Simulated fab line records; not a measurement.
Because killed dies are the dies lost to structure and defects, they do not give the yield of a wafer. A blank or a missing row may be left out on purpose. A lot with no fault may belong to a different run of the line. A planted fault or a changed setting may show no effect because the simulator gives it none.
Struck lot and sound lot, side by side	flow rit_cmos	43 steps out of a route of 202
Sound: the wafers L392.1, L392.2, L392.6. Struck: wafers L403.1, L403.2, L403.3. The cause is given at the end.
Each step with rows lists, per side, the tool, then ch with its chambers, then its first start. Under that, the readings that differ: sound wafers	struck wafers	difference of the means	sigmas: that difference in standard deviations of wafers without a fault.
alike: readings with means less than 2 such deviations apart, plus words and numbers identical on both sides. not compared: withheld readings, readings lacking a value on some wafer, bounds such as >300 that could conceal the same value, and numbers that have no deviation in the record and whose values overlap.
The two part at a step that has a row with sigmas, a row that says differs or no value, or rows on one side only. Non-overlapping numbers with no deviation appear without sigmas and do not part them. Lack of a reading on every wafer of one side parts them only where that side has two or more wafers.

first, 1 step without rows for these wafers: RIT_ACTIVE_DEVELOP_10 (develop time 50 s).
RIT_ACTIVE_CD_MEAS_11: target cd 1400 nm.
  sound: cd_sem-01 at day 3 21:34; struck: cd_sem-01 at day 6 04:26
reading	sound	struck	difference	sigmas
cd_nm (nm)	1395.3 1396.3 1396.3	1402.2 1398.8 1399.1	+4.1	+2
then, 1 step without rows for these wafers: RIT_ACTIVE_HARDBAKE_12 (time 60 s).
RIT_ACTIVE_ETCH_13: etches Si3N4 in SF6, stops on SiO2, time 210 s, target depth 210 nm.
  sound on rie_diel-04 ch 0,1,2, day 3 21:50; struck on rie_diel-02 ch 0,1,3, day 6 04:43
  alike: SF6_flow_sccm, drypump_motor_current_A, oes_product_au, throttle_valve_pct
  not compared: rf_hours_counter_h
RIT_ACTIVE_STRIP_14: strips in O2, time 180 s.
  sound on plasma_asher-01 ch 0,1, day 3 21:58; struck on plasma_asher-02 ch 0,1, day 6 04:50
  alike: drypump_motor_current_A
  not compared: rf_hours_counter_h
RIT_ACTIVE_CD_MEAS_90: target cd 1400 nm.
  sound: cd_sem-01 at day 3 22:09; struck: cd_sem-02 at day 6 05:01
  alike: cd_nm
then, 4 steps without rows for these wafers: RIT_ACTIVE_CLEAN_15 (cleans in SC1, time 600 s); RIT_ACTIVE_CLEAN_16 (cleans in dHF, time 30 s); RIT_ACTIVE_CLEAN_17 (cleans in SC2, time 600 s); RIT_FOX1_OXIDATION_00 (target thk 350.7 nm, ox time 1130 s).
RIT_FOX1_THK_MEAS_01:
  sound: film_metro-04 at day 4 01:22; struck: film_metro-02 at day 6 07:43
  alike: FOX1_OXIDE_THK
then, 1 step without rows for these wafers: RIT_FOX1_WET_ETCH_02 (etches SiO2 in BOE, target depth 350 nm, time 390 s).
RIT_FOX2_OXIDATION_00: target thk 350.7 nm, ox time 1130 s.
  sound on furnace-03 ch 0, day 4 01:32; struck on furnace-04 ch 0, day 6 07:56
reading	sound	struck	difference	sigmas
ox_temp_c_max	1103.1 1103.8 1103.6	1106.3 1106.1 1108.1	+3.3	+2
RIT_FOX2_THK_MEAS_01:
  sound: film_metro-01 at day 4 02:52; struck: film_metro-01 at day 6 09:16
  alike: FOX2_OXIDE_THK
then, 2 steps without rows for these wafers: RIT_FOX2_CLEAN_02 (cleans in dHF, time 180 s); RIT_FOX2_WET_ETCH_03 (etches Si3N4 in H3PO4, target depth 195 nm, time 2700 s).
RIT_FOX2_THK_MEAS_90:
  sound: film_metro-03 at day 4 03:49; struck: film_metro-02 at day 6 10:08
  alike: FIELD_OXIDE_LEFT_1_THK
then, 6 steps without rows for these wafers: RIT_NWELL_HMDS_00 (prime time 60 s); RIT_NWELL_COAT_01 (resist thk 1300 nm); RIT_NWELL_SOFTBAKE_02 (time 60 s); RIT_NWELL_EXPOSE_03 (exposes mask M2, target cd 43900 nm); RIT_NWELL_PEB_04; RIT_NWELL_DEVELOP_05 (develop time 68 s).
RIT_NWELL_OVL_MEAS_06:
  sound: overlay-01 at day 4 04:45; struck: overlay-02 at day 6 11:13
  alike: NWELL_OVL
then, 2 steps without rows for these wafers: RIT_NWELL_HARDBAKE_07 (time 120 s); RIT_NWELL_IMPLANT_08.
RIT_NWELL_STRIP_09: strips in O2, time 180 s.
  sound on plasma_asher-01 ch 0,1, day 4 05:11; struck on plasma_asher-01 ch 0,1, day 6 11:39
  alike: drypump_motor_current_A
  not compared: rf_hours_counter_h
RIT_NWELL_TW_MEAS_10:
  sound: film_metro-03 at day 4 05:22; struck: film_metro-02 at day 6 11:49
reading	sound	struck	difference	sigmas
NWELL_TW	2177 2182 2171	2134 2125 2123	-49	-2
then, 6 steps without rows for these wafers: RIT_PWELL_HMDS_00 (prime time 60 s); RIT_PWELL_COAT_01 (resist thk 1300 nm); RIT_PWELL_SOFTBAKE_02 (time 60 s); RIT_PWELL_EXPOSE_03 (exposes mask M3, target cd 43700 nm); RIT_PWELL_PEB_04; RIT_PWELL_DEVELOP_05 (develop time 68 s).
RIT_PWELL_OVL_MEAS_06:
  sound: overlay-01 at day 4 06:18; struck: overlay-02 at day 6 12:46
  alike: PWELL_OVL
then, 2 steps without rows for these wafers: RIT_PWELL_HARDBAKE_07 (time 120 s); RIT_PWELL_IMPLANT_08.
RIT_PWELL_STRIP_09: strips in O2, time 180 s.
  sound on plasma_asher-02 ch 0,1, day 4 06:44; struck on plasma_asher-04 ch 0,1, day 6 13:12
  alike: drypump_motor_current_A
  not compared: rf_hours_counter_h
RIT_PWELL_TW_MEAS_10:
  sound: film_metro-04 at day 4 06:55; struck: film_metro-02 at day 6 13:22
  alike: PWELL_TW
then, 1 step without rows for these wafers: RIT_WELLDRIVE_ANNEAL_00 (time 14700 s).
RIT_WELLDRIVE_RS_MEAS_01: uses a four-point probe to measure.
  sound: film_metro-03 at day 4 12:13; struck: film_metro-04 at day 6 19:13
  alike: NWELL_RS
RIT_WELLDRIVE_RS_MEAS_02: uses a four-point probe to measure.
  sound: film_metro-03 at day 4 12:20; struck: film_metro-04 at day 6 19:20
  alike: PWELL_RS
RIT_M1_PROBE_99:
  rows exist in the record for the struck wafers here (prober-02, day 8 02:24), but not for the sound ones

== WHERE THEY PART ==
First at RIT_ACTIVE_CD_MEAS_11; last, within this record, at RIT_M1_PROBE_99.

WHY: what the simulator had put in
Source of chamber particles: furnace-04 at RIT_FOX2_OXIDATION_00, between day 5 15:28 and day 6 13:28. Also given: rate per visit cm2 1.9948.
